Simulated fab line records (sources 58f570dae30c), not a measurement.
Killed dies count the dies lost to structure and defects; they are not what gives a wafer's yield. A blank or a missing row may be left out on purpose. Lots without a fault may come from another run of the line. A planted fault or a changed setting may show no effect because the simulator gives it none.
Which tool is to blame?    flow berkeley-cmos170    14 lots, 42 wafers sampled, at 5 steps of a route of 331

WHAT THE GAUGES READ, wafer by wafer
UCB170_START_BOW_MEAS_00.
lot   measured     on             INCOMING_BOW (um)
L480  day 1 10:00  film-metro-03  -1 -10 2
L481  day 1 15:00  film-metro-02  -2 -7 -4
L482  day 1 20:02  film-metro-03  -11 -5 5
L483  day 2 01:01  film-metro-01  0 11 11
L485  day 2 11:02  film-metro-03  -5 3 10
L486  day 2 16:00  film-metro-03  2 -3 -1
L487  day 2 21:00  film-metro-03  8 5 2
L488  day 3 02:00  film-metro-02  -4 5 -8
L489  day 3 07:02  film-metro-03  2 1 6
L490  day 3 12:13  film-metro-03  3 7 -5
L491  day 3 17:01  film-metro-02  4 2 5
L492  day 3 22:01  film-metro-03  -18 2 -5
L500  day 5 14:00  film-metro-02  5 3 -13
L503  day 6 05:00  film-metro-03  1 -3 -1

UCB170_WELLDRIVE_THK_MEAS_02.
lot   measured     on             WELLDRIVE_OXIDE_THK (nm)
L480  day 3 07:15  film-metro-03  194 194 195
L481  day 3 07:15  film-metro-04  198 197 198
L482  day 3 18:16  film-metro-04  199 196 197
L483  day 4 03:44  film-metro-02  203 203 202
L485  day 4 12:26  film-metro-04  199 201 201
L486  day 4 19:38  film-metro-03  202 197 199
L487  day 5 04:32  film-metro-04  198 192 196
L488  day 5 09:02  film-metro-04  199 201 202
L489  day 5 12:33  film-metro-04  197 200 195
L490  day 5 18:47  film-metro-03  201 199 196
L491  day 5 18:47  film-metro-04  196 196 198
L492  day 6 02:32  film-metro-02  196 194 197
L500  day 7 22:35  film-metro-04  199 197 197
L503  day 8 11:33  film-metro-02  196 198 196

UCB170_NVT_OVL_MEAS_06.
lot   measured      on          NVT_OVL (nm)
L480  day 5 07:38   overlay-01  -2 -6 -3
L481  day 5 07:26   overlay-01  9 12 5
L482  day 5 21:00   overlay-01  -7 -7 2
L483  day 6 05:04   overlay-01  2 4 9
L485  day 6 14:00   overlay-02  2 0 3
L486  day 7 02:57   overlay-01  18 6 2
L487  day 7 11:49   overlay-01  -3 0 -7
L488  day 7 11:33   overlay-02  1 -1 -2
L489  day 7 16:04   overlay-01  3 -3 -1
L490  day 7 23:28   overlay-02  -1 4 11
L491  day 7 23:48   overlay-01  -2 7 11
L492  day 8 06:47   overlay-01  10 11 -8
L500  day 9 22:37   overlay-02  6 1 -8
L503  day 10 18:34  overlay-01  -3 -12 -7

UCB170_NVT_TW_MEAS_09.
lot   measured      on             NVT_TW
L480  day 5 07:56   film-metro-01  522 524 524
L481  day 5 07:43   film-metro-02  516 520 517
L482  day 5 21:17   film-metro-04  526 523 524
L483  day 6 05:21   film-metro-02  513 514 516
L485  day 6 14:20   film-metro-02  513 513 513
L486  day 7 03:14   film-metro-01  521 523 525
L487  day 7 12:07   film-metro-02  516 518 514
L488  day 7 11:50   film-metro-02  516 515 516
L489  day 7 16:22   film-metro-04  526 524 528
L490  day 7 23:46   film-metro-02  515 515 515
L491  day 8 00:05   film-metro-01  522 522 525
L492  day 8 07:05   film-metro-01  522 525 522
L500  day 9 22:54   film-metro-02  542 545 542
L503  day 10 18:51  film-metro-02  543 543 544

WHICH TOOL RAN EACH LOT (tool, then ch and the chambers of the sampled wafers, then the start)
lot   UCB170_NVT_IMPLANT_07
L480  implanter-01 ch 0, day 5 07:41
L481  implanter-03 ch 0, day 5 07:28
L482  implanter-03 ch 0, day 5 21:04
L483  implanter-03 ch 0, day 6 05:07
L485  implanter-01 ch 0, day 6 14:05
L486  implanter-01 ch 0, day 7 02:59
L487  implanter-02 ch 0, day 7 11:52
L488  implanter-01 ch 0, day 7 11:35
L489  implanter-02 ch 0, day 7 16:08
L490  implanter-03 ch 0, day 7 23:33
L491  implanter-01 ch 0, day 7 23:51
L492  implanter-02 ch 0, day 8 06:50
L500  implanter-02 ch 0, day 9 22:39
L503  implanter-02 ch 0, day 10 18:36
- UCB170_NVT_IMPLANT_07

WHAT THE TOOLS THEMSELVES READ (means of the sampled wafers that have a number; where no wafer has one, the mark that the record gives instead)
UCB170_NVT_IMPLANT_07.
lot   tool          beam-energy-keV  beam-on-s (s)
L480  implanter-01  50.006           10.21
L481  implanter-03  49.987           10.17
L482  implanter-03  49.994           9.80
L483  implanter-03  50.021           10.04
L485  implanter-01  49.991           10.02
L486  implanter-01  50.010           9.84
L487  implanter-02  49.997           10.15
L488  implanter-01  50.017           9.89
L489  implanter-02  49.978           10.00
L490  implanter-03  50.020           9.80
L491  implanter-01  50.007           10.04
L492  implanter-02  49.995           9.90
L500  implanter-02  61.016           10.01
L503  implanter-02  60.996           9.84

THE ANSWER, worked out from the rows above alone
Rule: what is usual is taken from the lots themselves. The widest of any qualifying gaps counts: lots, ordered by their means at a reading, are off when they make up no more than a third of the lots, leave a main group of 4 or more, and stand apart from it by 3 or more times the standard deviation of that group's means. Not used: any main group whose means are identical at the precision the tables above print for the reading. Also off: a lot with no number at a reading for which 4 or more lots have one. Where the step has rows for the other lots, those lots are counted as sound. First the gauges in route order, then the tools' own readings, where a lot's mean is used as printed above. At the first step where some lot is off, the reading lying furthest off is the one used; lots without a number count as furthest.
Off: L500, L503, at UCB170_NVT_TW_MEAS_09 (NVT_TW). Mean 520 and standard deviation 4.4 in the main group.
If a tool, at a process step before that reading, ran all the lots that are off and no sound lot after the first of them, it fits. The gauges at UCB170_NVT_TW_MEAS_09 aren't tried: what is off there is off at UCB170_NVT_IMPLANT_07 too, on other tools, and a gauge's error can't cause that. One candidate fits, namely implanter-02 at UCB170_NVT_IMPLANT_07. Its last sound lot is L492 (day 8 06:50), its first lot that is off L500 (day 9 22:39): a fault that began between those two fits.
On the lots that are off, the tool's own readings at UCB170_NVT_IMPLANT_07 differ by more than 5 times the standard deviation of the sound lots' means, which bears it out; beam-energy-keV reads 61.006 there versus 50.002 on the sound lots.

WHAT HAD BEEN PUT IN BY THE SIMULATOR
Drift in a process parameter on implanter-02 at UCB170_NVT_IMPLANT_07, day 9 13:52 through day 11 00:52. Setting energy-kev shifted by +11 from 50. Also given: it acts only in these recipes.
Struck lots among those shown: L500, L503. The rule above reached the same finding.
